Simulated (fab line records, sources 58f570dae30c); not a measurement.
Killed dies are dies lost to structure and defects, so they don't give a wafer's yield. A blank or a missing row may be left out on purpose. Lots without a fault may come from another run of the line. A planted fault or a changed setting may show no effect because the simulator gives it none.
Which tool did it? | flow berkeley_cmos170 | 14 lots, 42 wafers sampled, at 4 steps of a route of 331

WHAT THE GAUGES READ, wafer by wafer
UCB170_V1_CD_MEAS_90: target cd 700 nm.
lot  | measured     | on        | cd_nm (nm)
L714 | day 8 08:55  | cd_sem-02 | 702.1 702.3 702.3
L711 | day 8 09:12  | cd_sem-01 | 698.7 700.0 699.0
L710 | day 8 10:44  | cd_sem-02 | 699.7 699.3 699.3
L713 | day 8 19:35  | cd_sem-02 | 700.3 698.8 697.7
L718 | day 9 17:10  | cd_sem-01 | 699.3 700.8 701.8
L717 | day 9 18:27  | cd_sem-02 | 702.0 701.7 702.5
L719 | day 9 20:06  | cd_sem-01 | 695.1 697.5 695.5
L724 | day 10 22:43 | cd_sem-01 | 699.3 699.2 699.8
L725 | day 10 22:52 | cd_sem-01 | 697.0 698.7 697.0
L728 | day 11 18:41 | cd_sem-01 | 697.8 698.6 699.1
L729 | day 11 20:04 | cd_sem-02 | 701.6 701.9 700.2
L731 | day 12 08:29 | cd_sem-02 | 699.7 700.2 699.1
L733 | day 12 18:52 | cd_sem-02 | 699.8 699.2 699.2
L732 | day 12 20:05 | cd_sem-01 | 697.6 698.2 698.1

UCB170_V2_BOW_MEAS_03.
lot  | measured     | on            | V2_BOW (um)
L714 | day 8 15:25  | film_metro-01 | 35 46 41
L711 | day 8 15:50  | film_metro-03 | 28 44 49
L710 | day 8 16:56  | film_metro-02 | 32 36 38
L713 | day 9 02:38  | film_metro-02 | 43 35 47
L718 | day 9 21:19  | film_metro-01 | 30 37 32
L717 | day 9 22:40  | film_metro-02 | 31 43 30
L719 | day 9 23:43  | film_metro-02 | 34 30 42
L724 | day 11 04:10 | film_metro-02 | 33 33 31
L725 | day 11 03:58 | film_metro-03 | 41 28 39
L728 | day 11 21:58 | film_metro-02 | 47 41 43
L729 | day 11 23:13 | film_metro-03 | 44 45 39
L731 | day 12 11:47 | film_metro-03 | 41 35 30
L733 | day 12 22:19 | film_metro-01 | 42 26 30
L732 | day 12 23:26 | film_metro-03 | 30 33 34

UCB170_V2_CD_MEAS_12: target cd 700 nm.
lot  | measured     | on        | cd_nm (nm)
L714 | day 8 19:52  | cd_sem-02 | 698.4 698.1 699.0
L711 | day 8 20:33  | cd_sem-01 | 698.0 698.4 697.4
L710 | day 8 21:17  | cd_sem-01 | 699.0 698.7 700.6
L713 | day 9 04:01  | cd_sem-01 | 701.2 701.5 700.4
L718 | day 9 22:53  | cd_sem-02 | 700.2 700.6 700.3
L717 | day 9 23:59  | cd_sem-02 | 704.9 705.3 706.1
L719 | day 10 00:54 | cd_sem-02 | 705.6 705.3 704.5
L724 | day 11 06:21 | cd_sem-02 | 701.0 700.8 701.9
L725 | day 11 06:04 | cd_sem-01 | 700.9 702.2 701.5
L728 | day 11 23:18 | cd_sem-02 | 700.7 700.0 701.4
L729 | day 12 01:18 | cd_sem-01 | 698.3 699.4 698.2
L731 | day 12 12:59 | cd_sem-01 | 698.6 698.7 699.0
L733 | day 12 23:31 | cd_sem-02 | 700.4 698.9 700.1
L732 | day 13 00:50 | cd_sem-01 | 701.6 699.4 700.9

WHICH TOOL RAN EACH LOT (tool, then ch and the chambers of the sampled wafers, then the start)
lot  | UCB170_V2_PEB_10
L714 | litho_track-02 ch 0, day 8 19:00
L711 | litho_track-01 ch 0, day 8 20:00
L710 | litho_track-01 ch 0, day 8 21:00
L713 | litho_track-01 ch 0, day 9 03:44
L718 | litho_track-01 ch 0, day 9 22:37
L717 | litho_track-02 ch 0, day 9 23:43
L719 | litho_track-02 ch 0, day 10 00:38
L724 | litho_track-04 ch 0, day 11 06:05
L725 | litho_track-04 ch 0, day 11 05:47
L728 | litho_track-04 ch 0, day 11 23:02
L729 | litho_track-04 ch 0, day 12 01:02
L731 | litho_track-01 ch 0, day 12 12:43
L733 | litho_track-02 ch 0, day 12 23:14
L732 | litho_track-02 ch 0, day 13 00:29
- UCB170_V2_PEB_10

WHAT THE TOOLS THEMSELVES READ (means of the sampled wafers that have a number; where no wafer has one, the mark that the record gives instead)
UCB170_V2_PEB_10.
lot  | tool           | plate_temp_C (C)
L714 | litho_track-02 | 130.06
L711 | litho_track-01 | 129.94
L710 | litho_track-01 | 129.98
L713 | litho_track-01 | 130.02
L718 | litho_track-01 | 130.09
L717 | litho_track-02 | 130.13
L719 | litho_track-02 | 130.00
L724 | litho_track-04 | 129.82
L725 | litho_track-04 | 129.99
L728 | litho_track-04 | 129.86
L729 | litho_track-04 | 130.08
L731 | litho_track-01 | 130.07
L733 | litho_track-02 | 129.93
L732 | litho_track-02 | 129.97

THE ANSWER, worked out from the rows above alone
Rule: what is usual is taken from the lots themselves. Put in order of their means at a reading, lots are off if they are a third of the lots or fewer, leave a main group of 4 or more, and stand apart from it by a gap of 3 or more times the standard deviation of the main group's means; of several such gaps the widest counts. A main group whose means are all the same, to the digits that the tables above print for the reading, isn't used. A lot without any number at a reading at which 4 lots or more have one is off too. The other lots that the step has rows for count as sound. The gauges are gone through in route order, then the tools' own readings, and for those a lot's mean is taken as printed above. The first step at which some lot is off is used, and at that step the reading that is off furthest; a lot without a number counts as furthest.
Off: L717, L719, at UCB170_V2_CD_MEAS_12 (cd_nm). The main group: mean 699.9 nm, standard deviation 1.2.
A tool fits if, at a process step before that reading, it ran every lot that is off, and no sound lot after the first of them. The gauges at UCB170_V2_CD_MEAS_12 are tried like those tools. None of those tried fits.

WHAT THE SIMULATOR HAD PUT IN
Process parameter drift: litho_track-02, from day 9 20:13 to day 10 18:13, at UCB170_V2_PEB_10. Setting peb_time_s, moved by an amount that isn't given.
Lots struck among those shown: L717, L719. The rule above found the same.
